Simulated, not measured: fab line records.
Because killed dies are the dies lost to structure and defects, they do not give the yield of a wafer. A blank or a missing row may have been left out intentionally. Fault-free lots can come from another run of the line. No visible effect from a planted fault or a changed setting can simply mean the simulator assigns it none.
One fault through the eyes of 2 desks :: flow berkeley-cmos170 :: each desk holds nothing but its own numbers, with what lay behind them at the end

AT THE TOOL OWNER'S DESK: rie-metal-03
The tool's own readings at UCB170_M3_METAL_ETCH_18 (etches Al in Cl2/BCl3, stops on SiO2, target depth 1170 nm, time 195 s): means of the sampled wafers that have a number, for each lot that ran on this tool. Any lot whose mean is over 4 standard deviations away from the usual mean is out of limits and marked OUT; that distance is given in the brackets.
Columns: A = bias-w at UCB170_M3_METAL_ETCH_18, usual 120.0 W; B = drypump-motor-current-A at UCB170_M3_METAL_ETCH_18, usual 5.4 A; C = oes-product-au at UCB170_M3_METAL_ETCH_18, usual 0.848 a.u.; D = rf-fwd-power-W at UCB170_M3_METAL_ETCH_18, usual 598.2 W; E = throttle-valve-pct at UCB170_M3_METAL_ETCH_18, usual 24.51 %
lot: L743
first seen here: day 8 07:11
A: 120.1
B: 5.7
C: 0.833
D: 596.8
E: 24.63

lot: L748
first seen here: day 9 02:53
A: 119.8
B: 5.8
C: 0.833
D: 596.1
E: 24.52

lot: L758
first seen here: day 11 02:59
A: 186.0 (+99 or more) OUT
B: 5.6
C: 0.848
D: 598.3
E: 24.72

lot: L755
first seen here: day 11 03:21
A: 185.7 (+99 or more) OUT
B: 5.8
C: 0.840
D: 598.4
E: 24.52
Finding of this desk: L755, L758 out of limits; the first was L758 at day 11 02:59, on bias-w at UCB170_M3_METAL_ETCH_18. L743, L748: within limits.

METROLOGY DESK
What the gauges read, lot by lot, whatever tool the lot ran on: means of the sampled wafers that have a number. Any lot whose mean is over 4 standard deviations away from the usual mean is out of limits and marked OUT; that distance is given in the brackets.
Columns: A = cd-nm at UCB170_GATE_CD_MEAS_90, usual 350.2 nm; B = cd-nm at UCB170_M3_CD_MEAS_15, usual 700.5 nm
lot: L743
first seen here: day 6 11:23
A: 352.1
B: 700.4

lot: L742
first seen here: day 6 11:38
A: 349.0
B: 701.3

lot: L745
first seen here: day 6 18:04
A: 350.9
B: 698.4

lot: L747
first seen here: day 7 06:43
A: 351.7
B: 699.7

lot: L746
first seen here: day 7 06:57
A: 350.8
B: 700.1

lot: L748
first seen here: day 7 14:09
A: 349.7
B: 700.4

lot: L749
first seen here: day 8 03:22
A: 348.8
B: 701.4

lot: L751
first seen here: day 8 16:56
A: 349.2
B: 702.2

lot: L754
first seen here: day 8 21:15
A: 349.8
B: 699.3

lot: L758
first seen here: day 9 12:35
A: 350.3
B: 701.4

lot: L755
first seen here: day 9 12:58
A: 348.2
B: 700.4

lot: L761
first seen here: day 10 05:40
A: 349.3
B: 699.0

lot: L759
first seen here: day 10 05:48
A: 350.0
B: 700.5

lot: L763
first seen here: day 10 12:15
A: 352.6
B: 702.6
This desk's verdict: no lot among the 14 shows anything out of limits.

PUT TOGETHER
On L755, L758, at day 11 02:59, an alarm was possible from the tool owner's desk.
From the metrology desk's view, nothing was out of limits.
The metrology desk has L755, L758 on record, within its limits.
Of the lots named, all ran UCB170_M3_METAL_ETCH_18 on rie-metal-03.

WHAT THE SIMULATOR HAD INSERTED
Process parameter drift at UCB170_M3_METAL_ETCH_18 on rie-metal-03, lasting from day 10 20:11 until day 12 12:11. Setting bias-w, moved by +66, from 120. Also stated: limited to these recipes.
Lots struck among those shown: L755, L758.
How many hours passed from the start of the fault until each desk's first out-of-limits reading: the tool owner's desk, 7.
